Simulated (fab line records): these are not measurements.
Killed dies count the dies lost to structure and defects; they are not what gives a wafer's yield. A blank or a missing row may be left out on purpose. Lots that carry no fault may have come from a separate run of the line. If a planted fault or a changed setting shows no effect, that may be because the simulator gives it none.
fab line records	flow rit-cmos
[record] lots = 7	wafers = 21	last-day = 7
route steps=202 shown NLDD@110 PLDD@114 SPACER@125 NSD@131 PSD@142 M1@202
lots that met no fault: taken from a fault-free run of the same line
start-h: the number of hours between the record's first day and the start of the first shown wafer of the lot	wait-h: time in hours since the lot's previous step	" same as the row above	L1.1+2: one row covering several wafers at once	- no value, or no start given	* or withheld: withheld	< > ~ a bound
route shown NAME@n: names a module that has steps shown in the file, with the first one's number in the route	usual: mean/standard deviation taken from wafers without a fault	same: alike in all rows	chamber/n: place in a boat	sites: per-site readings	_std_site: the standard deviation of these	_edge_site: mean of outer sites minus mean of inner sites	radius-mm: for every site, how far away it sits from the centre of the wafer	mask NAME#n: copy n	behind: tool/chamber where the wafer was last shaped	hold: why the lot was held/for how many hours/how that ended	device: whichever transistor did not switch (one of n, p or np)	end of line: tests run on the same wafers once the route is complete	a step without rows: its recipe alone	killed: at the first sort, the dies lost to defects and structure; wafer yield is something else	map: a wafer's dies, marking killed ones x, the rest . and places with no die _
set.NAME: setting as actually run; set.NAME@STEP: the setting as run at that earlier step	model.NAME: the simulator's own value behind a step, which no gauge read
lots at selected steps of the route; one table per step, one row per wafer
services: from which hour (start-h, from the record's first day; less than 0 if before it) a tool's chamber was out of use, for how many hours, and why
[[steps]]
[step RIT_NLDD_HARDBAKE_07]
[recipe] resist = NOVOLAK	temp-c = 140	time-s = 60
[step RIT_NLDD_IMPLANT_08]
[recipe] species = P	energy-kev = 20	dose-cm2 = 4.883e+14	tilt-deg = 7
[step RIT_NLDD_STRIP_09]
[recipe] chemistry = O2	time-s = 180	resist = NOVOLAK	platen-temp-c = withheld	power-w = 500	pressure-mtorr = 4000	o2-flow-sccm = 4000
[usual] drypump-motor-current-A = 5.6/0.56
lot.wafer	tool	chamber	start-h	wait-h	drypump-motor-current-A	rf-hours-counter-h
L323.2	plasma-asher-01	0	81.92	0.1	6.0	42
L323.5	"	0	"	"	6.0	-
L323.6	"	1	"	"	5.6	-
L324.2	plasma-asher-01	1	86.66	0.1	5.6	43
L324.4	"	0	"	"	6.0	-
L324.6	"	1	"	"	5.6	-
L325.1	plasma-asher-02	1	92.59	0.1	6.1	44
L325.2	"	0	"	"	6.8	44
L325.6	"	0	"	"	6.8	-
L326.3	plasma-asher-04	1	97.13	0.1	5.6	-
L326.4	"	0	"	"	4.8	-
L326.6	"	0	"	"	4.8	-
L327.2	plasma-asher-04	0	100.13	0.1	4.8	32
L327.4	"	0	"	"	4.8	-
L327.5	"	0	"	"	4.8	-
L329.3	plasma-asher-02	0	108.40	0.1	6.8	-
L329.4	"	1	"	"	6.0	-
L329.5	"	1	"	"	6.0	-
L337.2	plasma-asher-04	1	149.61	0.1	5.6	37
L337.5	"	1	"	"	5.6	-
L337.6	"	0	"	"	4.8	-
[step RIT_NLDD_TW_MEAS_10]
[usual] NLDD_TW = 2478/21
lot.wafer	tool	chamber	start-h	wait-h	NLDD_TW
L323.2	film-metro-01	-	82.11	0.1	2473
L323.5	"	-	"	"	2471
L323.6	"	-	"	"	2454
L324.2	film-metro-02	-	86.84	0.1	2478
L324.4	"	-	"	"	2480
L324.6	"	-	"	"	2472
L325.1	film-metro-01	-	92.77	0.1	2447
L325.2	"	-	"	"	2458
L325.6	"	-	"	"	2453
L326.3	film-metro-02	-	97.27	0.1	2487
L326.4	"	-	"	"	2472
L326.6	"	-	"	"	2481
L327.2	film-metro-01	-	100.32	0.1	2460
L327.4	"	-	"	"	2472
L327.5	"	-	"	"	2477
L329.3	film-metro-04	-	108.54	0.1	2511
L329.4	"	-	"	"	2488
L329.5	"	-	"	"	2515
L337.2	film-metro-04	-	149.79	0.1	2515
L337.5	"	-	"	"	2509
L337.6	"	-	"	"	2506
[step RIT_PLDD_HMDS_00]
[recipe] prime-time-s = 60	prime-temp-c = 140
[step RIT_PLDD_COAT_01]
[recipe] resist = NOVOLAK	spin-rpm = 3250	resist-thk-nm = 1000
[step RIT_PLDD_SOFTBAKE_02]
[recipe] resist = NOVOLAK	temp-c = 90	time-s = 60
[step RIT_PLDD_EXPOSE_03]
[recipe] mask-id = M8	na = 0.57	target-cd-nm = 40900	dose-mj = 250
[step RIT_PLDD_PEB_04]
[recipe] resist = NOVOLAK	temp-c = withheld	time-s = withheld
[step RIT_PLDD_DEVELOP_05]
[recipe] resist = NOVOLAK	develop-time-s = 50	dev-temp-c = 23
[step RIT_PLDD_OVL_MEAS_06]
[usual] PLDD_OVL = -0.5/1.2
lot.wafer	tool	chamber	start-h	wait-h	PLDD_OVL[nm]
L323.2	overlay-01	-	83.02	-	0.6
L323.5	"	-	"	"	2.3
L323.6	"	-	"	"	2.0
L324.2	overlay-02	-	87.87	-	-0.2
L324.4	"	-	"	"	-1.5
L324.6	"	-	"	"	0.4
L325.1	overlay-02	-	93.68	-	-2.7
L325.2	"	-	"	"	-2.3
L325.6	"	-	"	"	-0.9
L326.3	overlay-01	-	98.30	-	-0.5
L326.4	"	-	"	"	-0.3
L326.6	"	-	"	"	0.6
L327.2	overlay-02	-	101.23	-	-2.2
L327.4	"	-	"	"	-1.1
L327.5	"	-	"	"	-1.0
L329.3	overlay-01	-	109.58	-	-1.0
L329.4	"	-	"	"	-0.1
L329.5	"	-	"	"	0.4
L337.2	overlay-01	-	150.70	-	0.6
L337.5	"	-	"	"	-0.5
L337.6	"	-	"	"	0.4
[step RIT_PLDD_HARDBAKE_07]
[recipe] resist = NOVOLAK	temp-c = 140	time-s = 60
[step RIT_PLDD_IMPLANT_08]
[recipe] species = BF2	energy-kev = 20	dose-cm2 = 9e+14	tilt-deg = 7
[usual] dose-ions-cm2 = 8.999e+14/1.1e+12	end-station-pressure-torr = 7.3e-06/3.8e-07	faraday-current-uA = 2825/52
lot.wafer	tool	chamber	start-h	wait-h	dose-ions-cm2	end-station-pressure-torr	faraday-current-uA
L323.2	implanter-03	0	83.22	0.1	9.018e+14	7.8e-06	2828
L323.5	"	0	"	"	8.998e+14	6.8e-06	2942
L323.6	"	0	"	"	9.015e+14	7e-06	2921
L324.2	implanter-03	0	88.08	0.1	8.991e+14	7.1e-06	2851
L324.4	"	0	"	"	8.968e+14	7.2e-06	2856
L324.6	"	0	"	"	8.99e+14	6.8e-06	2875
L325.1	implanter-03	0	93.86	0.1	1.4401e+15	9e-06	4464
L325.2	"	0	"	"	1.4395e+15	7.6e-06	4537
L325.6	"	0	"	"	1.4402e+15	8.7e-06	4473
L326.3	implanter-03	0	98.52	0.1	1.4413e+15	8.3e-06	4512
L326.4	"	0	"	"	1.4401e+15	9.1e-06	4446
L326.6	"	0	"	"	1.4412e+15	8.6e-06	4491
L327.2	implanter-03	0	101.43	0.1	1.4398e+15	8.3e-06	4458
L327.4	"	0	"	"	1.4398e+15	9.1e-06	4400
L327.5	"	0	"	"	1.4407e+15	8.5e-06	4404
L329.3	implanter-04	0	109.80	0.1	8.983e+14	7e-06	2798
L329.4	"	0	"	"	9.006e+14	7.4e-06	2778
L329.5	"	0	"	"	8.996e+14	7.3e-06	2810
L337.2	implanter-04	0	150.91	0.1	8.991e+14	7.4e-06	2793
L337.5	"	0	"	"	9e+14	7.6e-06	2828
L337.6	"	0	"	"	8.997e+14	7.7e-06	2813
[step RIT_PLDD_STRIP_09]
[recipe] chemistry = O2	time-s = 180	resist = NOVOLAK	platen-temp-c = withheld	power-w = 500	pressure-mtorr = 4000	o2-flow-sccm = 4000
[usual] drypump-motor-current-A = 5.9/0.41
lot.wafer	tool	chamber	start-h	wait-h	drypump-motor-current-A	rf-hours-counter-h
L323.2	plasma-asher-01	1	83.35	0.1	5.6	42
L323.5	"	1	"	"	5.6	-
L323.6	"	0	"	"	6.0	-
L324.2	plasma-asher-01	0	88.20	0.1	6.0	43
L324.4	"	0	"	"	6.0	-
L324.6	"	0	"	"	6.1	-
L325.1	plasma-asher-01	0	94.01	0.1	6.0	43
L325.2	"	1	"	"	5.6	43
L325.6	"	0	"	"	6.0	-
L326.3	plasma-asher-03	1	98.68	0.1	5.6	-
L326.4	"	0	"	"	5.5	-
L326.6	"	1	"	"	5.6	-
L327.2	plasma-asher-01	1	101.56	0.1	5.6	44
L327.4	"	1	"	"	5.6	-
L327.5	"	0	"	"	6.0	-
L329.3	plasma-asher-02	1	109.96	0.1	6.1	-
L329.4	"	0	"	"	6.8	-
L329.5	"	0	"	"	6.8	-
L337.2	plasma-asher-03	0	151.03	0.1	5.5	54
L337.5	"	1	"	"	5.6	-
L337.6	"	0	"	"	5.5	-
[step RIT_PLDD_TW_MEAS_10]
[usual] PLDD_TW = 2353/21
lot.wafer	tool	chamber	start-h	wait-h	PLDD_TW
L323.2	film-metro-04	-	83.53	0.1	2373
L323.5	"	-	"	"	2391
L323.6	"	-	"	"	2385
L324.2	film-metro-04	-	88.39	0.1	2383
L324.4	"	-	"	"	2393
L324.6	"	-	"	"	2372
L325.1	film-metro-01	-	94.19	0.1	2606
L325.2	"	-	"	"	2607
L325.6	"	-	"	"	2606
L326.3	film-metro-02	-	98.82	0.1	2645
L326.4	"	-	"	"	2627
L326.6	"	-	"	"	2616
L327.2	film-metro-01	-	101.74	0.1	2599
L327.4	"	-	"	"	2607
L327.5	"	-	"	"	2599
L329.3	film-metro-02	-	110.09	0.1	2355
L329.4	"	-	"	"	2351
L329.5	"	-	"	"	2348
L337.2	film-metro-04	-	151.22	0.1	2385
L337.5	"	-	"	"	2385
L337.6	"	-	"	"	2378
[step RIT_SPACER_CLEAN_00]
[recipe] chemistry = SC1	mix = 3:3:50	time-s = 600	temp-c = 75
[step RIT_SPACER_CLEAN_01]
[recipe] chemistry = dHF	dilution = 50:1	time-s = 30
[step RIT_SPACER_CLEAN_02]
[recipe] chemistry = SC2	mix = 3:3:50	time-s = 600	temp-c = 75	dry = n2-spin
[step RIT_SPACER_CVD_03]
[recipe] material = Si3N4	target-thk-nm = 250	temp-c = 810	precursor = SiH2Cl2/NH3	time-s = 3173	pressure-mtorr = 300	sih2cl2-flow-sccm = 60	nh3-flow-sccm = 150
[step RIT_SPACER_THK_MEAS_04]
[recipe] reads = Si3N4_of_SPACER_CVD_03
[usual] SPACER_NITRIDE_THK = 240.7/2.1
lot.wafer	tool	chamber	start-h	wait-h	SPACER_NITRIDE_THK[nm]
L323.2	film-metro-03	-	86.02	0.0	242.4
L323.5	"	-	"	"	240.5
L323.6	"	-	"	"	242.1
L324.2	film-metro-03	-	91.82	0.0	236.9
L324.4	"	-	"	"	237.3
L324.6	"	-	"	"	236.3
L325.1	film-metro-02	-	96.74	0.0	241.5
L325.2	"	-	"	"	241.1
L325.6	"	-	"	"	240.3
L326.3	film-metro-03	-	101.20	0.1	240.4
L326.4	"	-	"	"	236.9
L326.6	"	-	"	"	238.5
L327.2	film-metro-03	-	104.10	0.0	238.2
L327.4	"	-	"	"	239.2
L327.5	"	-	"	"	239.4
L329.3	film-metro-03	-	112.46	0.1	244.1
L329.4	"	-	"	"	244.1
L329.5	"	-	"	"	246.2
L337.2	film-metro-01	-	153.78	0.0	241.6
L337.5	"	-	"	"	242.2
L337.6	"	-	"	"	241.1
[step RIT_SPACER_ETCHBACK_05]
[recipe] target-depth-a = 2500	SF6_flow_sccm = 30	CHF3_flow_sccm = 30	target = Si3N4	chemistry = SF6/CHF3	pressure-mtorr = 40	rf-w = 250	time-s = 240	stop-on = SiO2
[usual] drypump-motor-current-A = 5.7/0.49	oes-product-au = 0.827/0.0083	throttle-valve-pct = 10.33/0.16
lot.wafer	tool	chamber	start-h	wait-h	drypump-motor-current-A	oes-product-au	rf-hours-counter-h	throttle-valve-pct
L323.2	rie-diel-04	1	86.06	0.0	5.7	0.825	101	10.30
L323.5	"	2	"	"	4.9	0.826	-	10.30
L323.6	"	3	"	"	6.0	0.827	-	10.56
L324.2	rie-diel-01	3	91.87	0.0	5.7	0.818	7	10.42
L324.4	"	1	"	"	5.0	0.814	48	10.32
L324.6	"	1	"	"	5.0	0.809	-	10.32
L325.1	rie-diel-02	3	96.80	0.1	5.3	0.827	5	9.94
L325.2	"	2	"	"	5.5	0.822	5	10.37
L325.6	"	3	"	"	5.3	0.825	-	9.93
L326.3	rie-diel-04	3	101.24	0.0	6.0	0.819	99	10.57
L326.4	"	1	"	"	5.7	0.814	101	10.29
L326.6	"	3	"	"	6.0	0.819	-	10.57
L327.2	rie-diel-02	3	104.15	0.0	5.3	0.828	5	9.94
L327.4	"	2	"	"	5.5	0.815	5	10.36
L327.5	"	3	"	"	5.3	0.814	-	9.93
L329.3	rie-diel-04	0	112.50	0.0	6.4	0.840	40	10.49
L329.4	"	2	"	"	4.9	0.837	8	10.29
L329.5	"	1	"	"	5.8	0.830	-	10.30
L337.2	rie-diel-01	1	153.83	0.0	5.0	0.816	50	10.32
L337.5	"	0	"	"	6.4	0.839	-	10.19
L337.6	"	1	"	"	5.0	0.821	-	10.30
[step RIT_NSD_HMDS_00]
[recipe] prime-time-s = 60	prime-temp-c = 140
[step RIT_NSD_COAT_01]
[recipe] resist = NOVOLAK	spin-rpm = 3250	resist-thk-nm = 1000
[step RIT_NSD_SOFTBAKE_02]
[recipe] resist = NOVOLAK	temp-c = 90	time-s = 60
[step RIT_NSD_EXPOSE_03]
[recipe] mask-id = M9	na = 0.57	target-cd-nm = 40700	dose-mj = 250
[step RIT_NSD_PEB_04]
[recipe] resist = NOVOLAK	temp-c = withheld	time-s = withheld
[step RIT_NSD_DEVELOP_05]
[recipe] resist = NOVOLAK	develop-time-s = 50	dev-temp-c = 23
[step RIT_NSD_OVL_MEAS_06]
[usual] NSD_OVL = -0.9/1.3
lot.wafer	tool	chamber	start-h	wait-h	NSD_OVL[nm]
L323.2	overlay-01	-	87.07	-	-0.1
L323.5	"	-	"	"	-0.2
L323.6	"	-	"	"	-0.8
L324.2	overlay-01	-	92.88	-	-1.1
L324.4	"	-	"	"	0.0
L324.6	"	-	"	"	-0.1
L325.1	overlay-02	-	97.80	-	-1.2
L325.2	"	-	"	"	-1.8
L325.6	"	-	"	"	-2.5
L326.3	overlay-02	-	102.25	-	0.5
L326.4	"	-	"	"	-0.9
L326.6	"	-	"	"	-2.3
L327.2	overlay-02	-	105.16	-	0.0
L327.4	"	-	"	"	-0.3
L327.5	"	-	"	"	-1.9
L329.3	overlay-02	-	113.63	-	-1.0
L329.4	"	-	"	"	-0.6
L329.5	"	-	"	"	-2.2
L337.2	overlay-01	-	154.84	-	-2.6
L337.5	"	-	"	"	-3.4
L337.6	"	-	"	"	-0.9
[step RIT_NSD_HARDBAKE_07]
[recipe] resist = NOVOLAK	temp-c = 140	time-s = 60
[step RIT_NSD_IMPLANT_08]
[recipe] species = P	energy-kev = 25	dose-cm2 = 1.023e+15	tilt-deg = 7
[step RIT_NSD_STRIP_09]
[recipe] chemistry = O2	time-s = 180	resist = NOVOLAK	platen-temp-c = withheld	power-w = 500	pressure-mtorr = 4000	o2-flow-sccm = 4000
[usual] drypump-motor-current-A = 5.4/0.4
lot.wafer	tool	chamber	start-h	wait-h	drypump-motor-current-A	rf-hours-counter-h
L323.2	plasma-asher-04	1	87.40	0.1	5.6	30
L323.5	"	0	"	"	4.8	-
L323.6	"	1	"	"	5.6	-
L324.2	plasma-asher-04	0	93.21	0.1	4.8	31
L324.4	"	0	"	"	4.8	-
L324.6	"	1	"	"	5.6	-
L325.1	plasma-asher-03	0	98.14	0.1	5.5	47
L325.2	"	1	"	"	5.6	47
L325.6	"	1	"	"	5.6	-
L326.3	plasma-asher-04	0	102.64	0.1	4.8	-
L326.4	"	1	"	"	5.6	-
L326.6	"	0	"	"	4.8	-
L327.2	plasma-asher-01	1	105.49	0.1	5.6	45
L327.4	"	0	"	"	6.0	-
L327.5	"	1	"	"	5.6	-
L329.3	plasma-asher-03	0	114.01	0.1	5.5	-
L329.4	"	1	"	"	5.6	-
L329.5	"	0	"	"	5.5	-
L337.2	plasma-asher-03	1	155.17	0.1	5.7	54
L337.5	"	0	"	"	5.5	-
L337.6	"	1	"	"	5.6	-
[step RIT_NSD_TW_MEAS_10]
[usual] NSD_TW = 3132/27
lot.wafer	tool	chamber	start-h	wait-h	NSD_TW
L323.2	film-metro-02	-	87.59	0.1	3125
L323.5	"	-	"	"	3154
L323.6	"	-	"	"	3154
L324.2	film-metro-04	-	93.39	0.1	3169
L324.4	"	-	"	"	3180
L324.6	"	-	"	"	3186
L325.1	film-metro-01	-	98.31	0.1	3114
L325.2	"	-	"	"	3120
L325.6	"	-	"	"	3108
L326.3	film-metro-01	-	102.77	0.1	3110
L326.4	"	-	"	"	3111
L326.6	"	-	"	"	3118
L327.2	film-metro-01	-	105.67	0.1	3122
L327.4	"	-	"	"	3113
L327.5	"	-	"	"	3129
L329.3	film-metro-02	-	114.15	0.1	3141
L329.4	"	-	"	"	3149
L329.5	"	-	"	"	3138
L337.2	film-metro-04	-	155.35	0.1	3169
L337.5	"	-	"	"	3165
L337.6	"	-	"	"	3173
[step RIT_PSD_HMDS_00]
[recipe] prime-time-s = 60	prime-temp-c = 140
[step RIT_PSD_COAT_01]
[recipe] resist = NOVOLAK	spin-rpm = 3250	resist-thk-nm = 1000
[step RIT_PSD_SOFTBAKE_02]
[recipe] resist = NOVOLAK	temp-c = 90	time-s = 60
[step RIT_PSD_EXPOSE_03]
[recipe] mask-id = M10	na = 0.57	target-cd-nm = 40900	dose-mj = 250
[step RIT_PSD_PEB_04]
[recipe] resist = NOVOLAK	temp-c = withheld	time-s = withheld
[step RIT_PSD_DEVELOP_05]
[recipe] resist = NOVOLAK	develop-time-s = 50	dev-temp-c = 23
[step RIT_PSD_OVL_MEAS_06]
[usual] PSD_OVL = -0.7/1.3
lot.wafer	tool	chamber	start-h	wait-h	PSD_OVL[nm]
L323.2	overlay-02	-	88.62	-	-1.7
L323.5	"	-	"	"	-0.9
L323.6	"	-	"	"	-2.3
L324.2	overlay-02	-	94.43	-	-0.5
L324.4	"	-	"	"	-1.6
L324.6	"	-	"	"	-1.3
L325.1	overlay-02	-	99.35	-	-0.9
L325.2	"	-	"	"	-0.5
L325.6	"	-	"	"	-0.2
L326.3	overlay-02	-	103.91	-	-1.1
L326.4	"	-	"	"	0.3
L326.6	"	-	"	"	-0.6
L327.2	overlay-01	-	106.70	-	1.3
L327.4	"	-	"	"	0.6
L327.5	"	-	"	"	-0.3
L329.3	overlay-02	-	115.05	-	0.1
L329.4	"	-	"	"	-1.4
L329.5	"	-	"	"	-1.7
L337.2	overlay-01	-	156.52	-	-1.7
L337.5	"	-	"	"	0.1
L337.6	"	-	"	"	-0.1
[step RIT_PSD_HARDBAKE_07]
[recipe] resist = NOVOLAK	temp-c = 140	time-s = 60
[step RIT_PSD_IMPLANT_08]
[recipe] species = BF2	energy-kev = 27	dose-cm2 = 5e+15	tilt-deg = 7
[step RIT_PSD_STRIP_09]
[recipe] chemistry = O2	time-s = 180	resist = NOVOLAK	platen-temp-c = withheld	power-w = 500	pressure-mtorr = 4000	o2-flow-sccm = 4000
[usual] drypump-motor-current-A = 5.8/0.63
lot.wafer	tool	chamber	start-h	wait-h	drypump-motor-current-A	rf-hours-counter-h
L323.2	plasma-asher-02	0	88.95	0.1	6.8	43
L323.5	"	1	"	"	6.0	-
L323.6	"	0	"	"	6.8	-
L324.2	plasma-asher-03	0	94.76	0.1	5.5	47
L324.4	"	0	"	"	5.5	-
L324.6	"	1	"	"	5.6	-
L325.1	plasma-asher-04	0	99.68	0.1	4.8	32
L325.2	"	1	"	"	5.6	32
L325.6	"	0	"	"	4.8	-
L326.3	plasma-asher-03	1	104.29	0.1	5.6	-
L326.4	"	0	"	"	5.5	-
L326.6	"	0	"	"	5.5	-
L327.2	plasma-asher-02	0	107.03	0.1	6.8	45
L327.4	"	1	"	"	6.0	-
L327.5	"	0	"	"	6.8	-
L329.3	plasma-asher-02	1	115.44	0.1	6.0	-
L329.4	"	0	"	"	6.8	-
L329.5	"	0	"	"	6.8	-
L337.2	plasma-asher-02	0	156.85	0.1	6.8	50
L337.5	"	0	"	"	6.8	-
L337.6	"	1	"	"	6.0	-
[step RIT_SDANNEAL_RS_MEAS_06]
[recipe] thk-meas-gauge = four-point-probe
[usual] PLDD_RS = 178.6/0.51
lot.wafer	tool	chamber	start-h	wait-h	PLDD_RS[ohm/sq]
L323.2	film-metro-02	-	89.87	0.1	178.5
L323.5	"	-	"	"	178.2
L323.6	"	-	"	"	178.4
L324.2	film-metro-01	-	95.68	0.1	179.1
L324.4	"	-	"	"	178.8
L324.6	"	-	"	"	178.7
L325.1	film-metro-04	-	100.60	0.1	157.0
L325.2	"	-	"	"	157.7
L325.6	"	-	"	"	157.5
L326.3	film-metro-01	-	105.18	0.1	157.8
L326.4	"	-	"	"	157.2
L326.6	"	-	"	"	157.4
L327.2	film-metro-01	-	107.97	0.1	157.5
L327.4	"	-	"	"	157.4
L327.5	"	-	"	"	157.6
L329.3	film-metro-04	-	116.35	0.1	178.2
L329.4	"	-	"	"	178.8
L329.5	"	-	"	"	178.5
L337.2	film-metro-02	-	157.80	0.1	178.4
L337.5	"	-	"	"	178.4
L337.6	"	-	"	"	179.0
[step RIT_M1_PROBE_99]
[usual] killed-at-front-end = 6.9/2.8	killed-dies = 7.0/2.8	killed-open = 3.4/2	killed-short = 3.5/2.1
[same] gross-dies = 264	killed_at_M0_to_M3 = 0	killed_at_M4_up = 0	killed-at-back-side = 0	killed-at-contacts = 0	killed-at-other = 0
lot.wafer	tool	chamber	start-h	wait-h	killed-at-front-end	killed-dies	killed-open	killed-short	model.etest.pmos-turned.r-on-ohm-um	model.etest.pmos_0p3.r-on-ohm-um	model.etest.pmos_0p15.r-on-ohm-um	model.etest.pldd.rs-ohm-sq	model.etest.pldd.line-ohm-um	model.etest.pmos-turned.drive-ua-um	model.etest.pmos_0p15.drive-ua-um	model.etest.pmos_0p3.drive-ua-um
L323.2	prober-02	-	97.03	0.1	2	2	1	1	3464	6435	2819	463.7	143.5	188.8	247.8	96.52
L323.5	prober-02	-	97.18	0.2	6	6	4	2	3511	6412	2882	467	146.2	186.1	245	97.81
L323.6	prober-02	-	97.23	0.2	4	4	1	3	3470	6470	2870	462.4	143.2	186.5	244	96.55
L324.2	prober-01	-	102.78	0.1	9	9	5	4	3642	6479	2928	529.5	165.8	175.2	237.3	97.81
L324.4	prober-01	-	102.88	0.2	6	6	4	2	3484	6230	2790	508.8	159	186.8	247.9	101.3
L324.6	prober-01	-	102.98	0.2	11	11	8	3	3568	6300	2859	537.4	168.8	180.1	245.7	101.3
L325.1	prober-02	-	108.35	0.1	11	11	6	5	3090	5889	2496	379.4	117.8	217.7	290.1	109.6
L325.2	prober-02	-	108.40	0.1	1	1	1	0	3103	5984	2518	368.3	115.4	213.2	283.5	106.8
L325.6	prober-02	-	108.60	0.2	8	8	4	4	3265	6098	2626	378.7	119	203.8	272.3	105.2
L326.3	prober-01	-	112.38	0.2	2	2	1	1	3223	6025	2598	379	119.4	202.1	270.9	106.5
L326.4	prober-01	-	112.43	0.2	4	4	4	0	3304	6095	2650	390.4	120.6	197.9	261.4	104.5
L326.6	prober-01	-	112.53	0.2	12	12	11	1	3284	6150	2670	383.3	119.6	197.4	263.6	103.9
L327.2	prober-02	-	115.29	0.1	7	7	4	3	3185	6087	2592	369.3	114	210.7	273.9	103.6
L327.4	prober-02	-	115.39	0.2	9	9	6	3	3239	6234	2618	373.6	117.6	201.5	264.2	100.8
L327.5	prober-02	-	115.44	0.2	7	7	4	3	3187	6143	2607	369.8	116.6	208.8	272.2	102.6
L329.3	prober-02	-	123.58	0.2	9	9	3	5	3529	6295	2814	542.8	170.6	181.9	247	100.6
L329.4	prober-02	-	123.63	0.2	2	2	2	0	3493	6168	2777	533.2	163.8	185.1	252.6	102.9
L329.5	prober-02	-	123.68	0.2	11	11	6	4	3442	6239	2746	518.6	161.3	186.4	251.9	101.1
L337.2	prober-02	-	165.11	0.1	6	6	5	1	3299	6044	2675	466.4	146.2	202.4	266.8	105.3
L337.5	prober-02	-	165.26	0.2	9	9	2	7	3293	6096	2674	468.4	146.1	200.1	264.2	105.5
L337.6	prober-02	-	165.31	0.2	9	9	5	3	3317	6139	2682	479.9	150	199.3	267.2	104.5
// killed by level:class
L323.2 SILICIDE:geometric-particle:short=1 SILICIDE:geometric-particle:open=1
L323.5 SPACER:geometric-particle:open=2 GATE:geometric-particle:short=1 REOX:geometric-particle:open=1 SPACER:geometric-particle:short=1 SILICIDE:geometric-particle:open=1
L323.6 FOX1:geometric-particle:open=1 FOX1:geometric-particle:short=1 GATE:geometric-particle:short=1 SILICIDE:geometric-particle:short=1
L324.2 GATE:geometric-particle:open=2 FOX1:geometric-particle:open=1 FOX1:geometric-particle:short=1 GATE:geometric-particle:short=1 REOX:geometric-particle:short=1 SPACER:geometric-particle:open=1 SILICIDE:geometric-particle:open=1 SILICIDE:geometric-particle:short=1
L324.4 FOX1:geometric-particle:open=1 FOX2:geometric-particle:open=1 GATE:geometric-particle:short=1 GATE:geometric-particle:open=1 REOX:geometric-particle:short=1 SILICIDE:geometric-particle:open=1
L324.6 SILICIDE:geometric-particle:open=4 FOX2:geometric-particle:open=2 FOX2:geometric-particle:short=1 GATE:geometric-particle:short=1 REOX:geometric-particle:open=1 REOX:geometric-particle:short=1 SPACER:geometric-particle:open=1
L325.1 REOX:geometric-particle:short=3 SPACER:geometric-particle:open=3 GATE:geometric-particle:short=2 GATE:geometric-particle:open=2 REOX:geometric-particle:open=1
L325.2 GATE:geometric-particle:open=1
L325.6 GATE:geometric-particle:open=4 GATE:geometric-particle:short=3 REOX:geometric-particle:short=1
L326.3 GATE:geometric-particle:short=1 GATE:geometric-particle:open=1
L326.4 SPACER:geometric-particle:open=2 FOX2:geometric-particle:open=1 SILICIDE:geometric-particle:open=1
L326.6 GATE:geometric-particle:open=4 SILICIDE:geometric-particle:open=3 SPACER:geometric-particle:open=2 FOX1:geometric-particle:open=1 FOX1:geometric-particle:short=1 REOX:geometric-particle:open=1
L327.2 FOX1:geometric-particle:open=3 FOX1:geometric-particle:short=1 FOX2:geometric-particle:short=1 REOX:geometric-particle:open=1 REOX:geometric-particle:short=1
L327.4 FOX1:geometric-particle:open=3 FOX1:geometric-particle:short=2 FOX2:geometric-particle:open=1 GATE:geometric-particle:short=1 SPACER:geometric-particle:open=1 SILICIDE:geometric-particle:open=1
L327.5 GATE:geometric-particle:open=2 FOX1:geometric-particle:open=1 FOX1:geometric-particle:short=1 GATE:geometric-particle:short=1 SILICIDE:geometric-particle:open=1 SILICIDE:geometric-particle:short=1
L329.3 GATE:geometric-particle:short=5 FOX1:geometric-particle:open=1 GATE:geometric-particle:open=1 SPACER:geometric-particle:open=1 PRETRO:coat-microbubble-printed=1
L329.4 GATE:geometric-particle:open=1 REOX:geometric-particle:open=1
L329.5 GATE:geometric-particle:open=4 GATE:geometric-particle:short=2 FOX1:geometric-particle:short=1 REOX:geometric-particle:open=1 REOX:geometric-particle:short=1 SILICIDE:geometric-particle:open=1 NRETRO:coat-microbubble-printed=1
L337.2 GATE:geometric-particle:open=3 GATE:geometric-particle:short=1 SPACER:geometric-particle:open=1 SILICIDE:geometric-particle:open=1
L337.5 GATE:geometric-particle:short=4 REOX:geometric-particle:short=2 FOX1:geometric-particle:short=1 FOX1:geometric-particle:open=1 REOX:geometric-particle:open=1
L337.6 FOX1:geometric-particle:open=2 FOX1:geometric-particle:short=1 GATE:geometric-particle:short=1 GATE:geometric-particle:open=1 REOX:geometric-particle:short=1 SPACER:geometric-particle:open=1 SILICIDE:geometric-particle:open=1 NRETRO:coat-microbubble-printed=1
[[services]]
tool	chamber	start-h	hours	kind
plasma-asher-03	-	62.49	0.7	repair
rie-diel-02	1	82.84	1.4	repair
implanter-03	-	88.29	0.5	repair
plasma-asher-04	-	93.69	0.4	repair
implanter-04	-	95.14	2.7	repair
plasma-asher-04	-	105.16	2.2	repair
plasma-asher-01	-	108.75	9.0	pm
plasma-asher-01	0	108.75	9.0	vent-cycle
plasma-asher-01	1	108.75	9.0	vent-cycle
implanter-04	-	115.71	2.6	repair
plasma-asher-01	0	117.75	-	clean
plasma-asher-01	1	117.75	-	clean
plasma-asher-02	-	123.99	3.4	repair
implanter-03	-	128.69	2.9	repair
rie-diel-02	0	137.96	-	clean
rie-diel-02	0	137.96	23.7	scheduled-down
rie-diel-02	0	137.96	23.7	vent-cycle
plasma-asher-02	-	144.26	7.2	repair
rie-diel-04	3	145.27	2.7	repair
implanter-03	-	152.57	3.6	repair
[[key]]
[first-sign] step = RIT_PLDD_IMPLANT_08	reading = dose-ions-cm2	direction = up	sigmas = 99+	usual = 8.999e+14	struck = 1.4403e+15
[effect] step = RIT_PLDD_IMPLANT_08	reading = faraday-current-uA	direction = up	sigmas = 32	usual = 2825	struck = 4465
[effect] step = RIT_PLDD_TW_MEAS_10	reading = PLDD_TW	direction = up	sigmas = 13	usual = 2353	struck = 2612
[effect] step = RIT_SDANNEAL_RS_MEAS_06	reading = PLDD_RS	direction = down	sigmas = 41	usual = 178.6	struck = 157.4
[model-effect] step = RIT_M1_PROBE_99	value = etest.pmos-turned.r-on-ohm-um	without = 3537	struck = 3209
met-at RIT_PLDD_IMPLANT_08
struck-wafers L325.1,L325.2,L325.6,L326.3,L326.4,L326.6,L327.2,L327.4,L327.5
tester-left-out L325,L326,L327
onset-between 88.08 93.86
[fault] kind = process-parameter-drift	tool = implanter-03	chamber = -	onset-h = 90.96	steps = RIT_PLDD_IMPLANT_08	channel = dose-cm2	offset = 5.4e+14	shape = step	end-h = 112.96	acts-in = these-recipes-only	stated = 9e+14
// tester-left-out: of these lots the tester's yield and bins aren't shown, on N5 and GAA mostly nor the transistor test; their killed dies are dies lost to structure and defects alone, not to doping, threshold or leakage, so they don't give the yield
